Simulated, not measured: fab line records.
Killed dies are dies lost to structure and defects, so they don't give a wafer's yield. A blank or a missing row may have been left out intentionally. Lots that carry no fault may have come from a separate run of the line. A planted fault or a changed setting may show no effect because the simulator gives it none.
Which tool was responsible?	flow rit_cmos	Sampling: 13 lots, 39 wafers, 6 of 202 route steps

WHAT THE GAUGES READ, wafer by wafer
RIT_SILICIDE_RS_MEAS_02: measurement is done with a four-point probe. Usual: SILICIDE_TI_RS gives 47.8 ohm/sq (standard deviation 0.95).
lot	measured	on	SILICIDE_TI_RS (ohm/sq)	flag
L831	day 3 03:31	film_metro-01	49.5 48.7 49.0	
L832	day 3 08:32	film_metro-03	48.9 47.2 49.3	
L836	day 4 03:37	film_metro-01	49.4 48.2 47.4	
L837	day 4 08:11	film_metro-01	48.7 48.5 48.9	
L838	day 4 14:19	film_metro-02	46.6 46.9 46.2	
L839	day 4 18:56	film_metro-02	49.0 49.4 48.5	
L840	day 5 00:23	film_metro-03	45.7 47.8 47.2	
L841	day 5 04:11	film_metro-01	47.4 47.1 47.6	
L842	day 5 10:09	film_metro-02	49.1 47.3 46.3	
L844	day 5 19:56	film_metro-01	47.6 47.6 47.8	
L847	day 6 09:46	film_metro-03	47.4 46.1 47.0	
L852	day 7 11:38	film_metro-01	49.3 56.3 48.9	OFF
L853	day 7 15:45	film_metro-03	47.2 49.8 49.7	

RIT_SILICIDE_THK_MEAS_03: measures by xrf. Usual: SILICIDE_TI_THK gives 30.0 nm (standard deviation 0.49).
lot	measured	on	SILICIDE_TI_THK (nm)	flag
L831	day 3 03:37	film_metro-01	29.4 29.9 29.7	
L832	day 3 08:38	film_metro-03	29.5 30.3 29.2	
L836	day 4 03:44	film_metro-01	29.3 29.9 30.4	
L837	day 4 08:18	film_metro-01	29.9 29.8 29.5	
L838	day 4 14:25	film_metro-02	30.7 30.6 31.1	
L839	day 4 19:03	film_metro-02	29.5 29.3 29.7	
L840	day 5 00:30	film_metro-03	31.3 30.2 30.2	
L841	day 5 04:19	film_metro-01	30.4 30.5 30.3	
L842	day 5 10:16	film_metro-02	29.3 30.3 30.6	
L844	day 5 20:02	film_metro-01	30.2 30.2 30.1	
L847	day 6 09:52	film_metro-03	30.2 30.8 30.2	
L852	day 7 11:46	film_metro-01	29.3 26.3 29.4	OFF
L853	day 7 15:52	film_metro-03	30.3 29.0 29.1	

RIT_M1_CD_MEAS_09: target cd 2600 nm. Usual: cd_nm 2600.5 nm, standard deviation 2.
lot	measured	on	cd_nm (nm)	flag
L831	day 3 07:47	cd_sem-01	2600.0 2600.2 2602.5	
L832	day 3 12:39	cd_sem-01	2599.6 2601.4 2600.6	
L836	day 4 08:10	cd_sem-01	2600.9 2601.6 2599.2	
L837	day 4 12:18	cd_sem-01	2600.3 2600.2 2602.0	
L838	day 4 18:23	cd_sem-01	2603.1 2601.5 2600.6	
L839	day 4 23:02	cd_sem-01	2601.7 2603.5 2602.9	
L840	day 5 04:34	cd_sem-02	2599.9 2600.2 2598.8	
L841	day 5 08:24	cd_sem-02	2601.0 2601.5 2601.1	
L842	day 5 14:16	cd_sem-02	2602.2 2599.5 2598.9	
L844	day 5 23:52	cd_sem-01	2604.1 2602.0 2603.7	
L847	day 6 13:48	cd_sem-02	2597.9 2598.7 2600.1	
L852	day 7 15:42	cd_sem-01	2597.7 2598.4 2596.1	
L853	day 7 19:52	cd_sem-01	2598.9 2599.9 2600.6	

EACH LOT AND THE TOOL THAT RAN IT (in order: tool; ch and the chambers of the sampled wafers; start)
lot	RIT_SILICIDE_SPUTTER_01	RIT_CONTACT_ETCH_11	RIT_M1_SPUTTER_00
L831	pvd_sputter-03, day 3 03:20	rie_diel-02 ch 0,1, day 3 05:21	pvd_sputter-01, day 3 06:14
L832	pvd_sputter-02, day 3 08:20	rie_diel-01 ch 0,1,2, day 3 10:18	pvd_sputter-03, day 3 11:10
L836	pvd_sputter-02, day 4 03:28	rie_diel-01 ch 0,1, day 4 05:40	pvd_sputter-03, day 4 06:41
L837	pvd_sputter-01, day 4 08:01	rie_diel-03 ch 2,3, day 4 09:57	pvd_sputter-04, day 4 10:48
L838	pvd_sputter-02, day 4 14:07	rie_diel-03 ch 0,2,3, day 4 16:07	pvd_sputter-03, day 4 16:58
L839	pvd_sputter-01, day 4 18:46	rie_diel-01 ch 0,1,2, day 4 20:49	pvd_sputter-04, day 4 21:40
L840	pvd_sputter-02, day 5 00:14	rie_diel-02 ch 0,1,2, day 5 02:14	pvd_sputter-03, day 5 03:05
L841	pvd_sputter-01, day 5 04:02	rie_diel-02 ch 0,2,3, day 5 06:05	pvd_sputter-04, day 5 06:55
L842	pvd_sputter-02, day 5 10:00	rie_diel-01 ch 0,1,3, day 5 12:03	pvd_sputter-03, day 5 12:55
L844	pvd_sputter-03, day 5 19:46	rie_diel-03 ch 1,3, day 5 21:39	pvd_sputter-01, day 5 22:29
L847	pvd_sputter-02, day 6 09:35	rie_diel-02 ch 0,1, day 6 11:33	pvd_sputter-04, day 6 12:24
L852	pvd_sputter-03, day 7 11:29	rie_diel-02 ch 0,1, day 7 13:31	pvd_sputter-01, day 7 14:21
L853	pvd_sputter-02, day 7 15:36	rie_diel-01 ch 1,2,3, day 7 17:32	pvd_sputter-04, day 7 18:23
- RIT_SILICIDE_SPUTTER_01: material Ti, target thk 30 nm, time 240 s.
- RIT_CONTACT_ETCH_11: etches SiO2 in CHF3/CF4/Ar, stops on TiSi2, target depth 480 nm, time 320 s.
- RIT_M1_SPUTTER_00: material Al, target thk 400 nm, time 500 s.

AS READ BY THE TOOLS THEMSELVES (means over the sampled wafers that have a number; for cases with no such wafer, the mark the record gives instead)
RIT_SILICIDE_SPUTTER_01. Usual: cathode_dc_power_W 350.00 W, standard deviation 0.068; throttle_valve_pct 30.0 %, standard deviation 0.96.
lot	tool	cathode_dc_power_W (W)	throttle_valve_pct (%)	flag
L831	pvd_sputter-03	349.95	30.6	
L832	pvd_sputter-02	350.00	29.9	
L836	pvd_sputter-02	350.11	29.3	
L837	pvd_sputter-01	349.95	29.7	
L838	pvd_sputter-02	349.93	30.1	
L839	pvd_sputter-01	349.97	29.6	
L840	pvd_sputter-02	349.95	30.6	
L841	pvd_sputter-01	350.06	29.6	
L842	pvd_sputter-02	349.99	30.2	
L844	pvd_sputter-03	350.05	30.5	
L847	pvd_sputter-02	349.97	28.7	
L852	pvd_sputter-03	350.01	30.3	
L853	pvd_sputter-02	350.01	29.9	

RIT_CONTACT_ETCH_11. Usual: CHF3_flow_sccm 50.01 sccm, standard deviation 0.14; drypump_motor_current_A 5.9 A, standard deviation 0.42; oes_product_au 0.988 a.u., standard deviation 0.014; throttle_valve_pct 8.73 %, standard deviation 0.097.
lot	tool	CHF3_flow_sccm (sccm)	drypump_motor_current_A (A)	oes_product_au (a.u.)	throttle_valve_pct (%)	flag
L831	rie_diel-02	50.06	6.0	0.994	8.67	
L832	rie_diel-01	49.97	5.6	0.993	8.69	
L836	rie_diel-01	49.82	5.7	0.984	8.67	
L837	rie_diel-03	50.08	6.0	0.979	8.76	
L838	rie_diel-03	50.14	6.0	0.984	8.77	
L839	rie_diel-01	50.03	5.6	0.996	8.68	
L840	rie_diel-02	50.06	5.9	0.983	8.75	
L841	rie_diel-02	49.93	5.8	0.980	8.84	
L842	rie_diel-01	50.05	5.9	0.981	8.67	
L844	rie_diel-03	49.94	5.6	0.982	8.68	
L847	rie_diel-02	49.97	6.0	0.992	8.67	
L852	rie_diel-02	49.78	6.2	0.989	8.73	
L853	rie_diel-01	50.01	5.8	0.981	8.75	

RIT_M1_SPUTTER_00. Usual: cathode_dc_power_W 2000.0 W, standard deviation 0.38; throttle_valve_pct 30.0 %, standard deviation 1.
lot	tool	cathode_dc_power_W (W)	throttle_valve_pct (%)	flag
L831	pvd_sputter-01	2000.0	30.0	
L832	pvd_sputter-03	1999.9	30.5	
L836	pvd_sputter-03	2000.2	30.3	
L837	pvd_sputter-04	1999.8	30.5	
L838	pvd_sputter-03	2000.1	30.6	
L839	pvd_sputter-04	1999.6	31.3	
L840	pvd_sputter-03	1999.9	30.5	
L841	pvd_sputter-04	2000.3	30.4	
L842	pvd_sputter-03	2000.2	30.5	
L844	pvd_sputter-01	2000.1	30.3	
L847	pvd_sputter-04	1999.5	29.7	
L852	pvd_sputter-01	2000.0	29.8	
L853	pvd_sputter-04	1999.8	30.1	

THE ANSWER, worked out from the rows above alone
Rule: a lot counts as off when the mean over its wafers that have a number is more than 3 standard deviations away from the usual mean. A lot without any number at a reading at which 4 lots or more have one is off too. All remaining lots with rows at the step are treated as sound. Order of review: gauges by route order, followed by the tools' own readings, for which a lot's mean as printed above is used. The first step at which some lot is off is used, and at that step the reading that is off furthest; a lot without a number counts as furthest.
Off: L852, at RIT_SILICIDE_RS_MEAS_02 (SILICIDE_TI_RS).
If a tool, at a process step before that reading, ran all the lots that are off and no sound lot after the first of them, it fits. The gauges at RIT_SILICIDE_RS_MEAS_02 are tried like those tools. Can't be told from this: 2 tools fit, pvd_sputter-03 at RIT_SILICIDE_SPUTTER_01, film_metro-01 at RIT_SILICIDE_RS_MEAS_02.

WHAT THE SIMULATOR PUT IN
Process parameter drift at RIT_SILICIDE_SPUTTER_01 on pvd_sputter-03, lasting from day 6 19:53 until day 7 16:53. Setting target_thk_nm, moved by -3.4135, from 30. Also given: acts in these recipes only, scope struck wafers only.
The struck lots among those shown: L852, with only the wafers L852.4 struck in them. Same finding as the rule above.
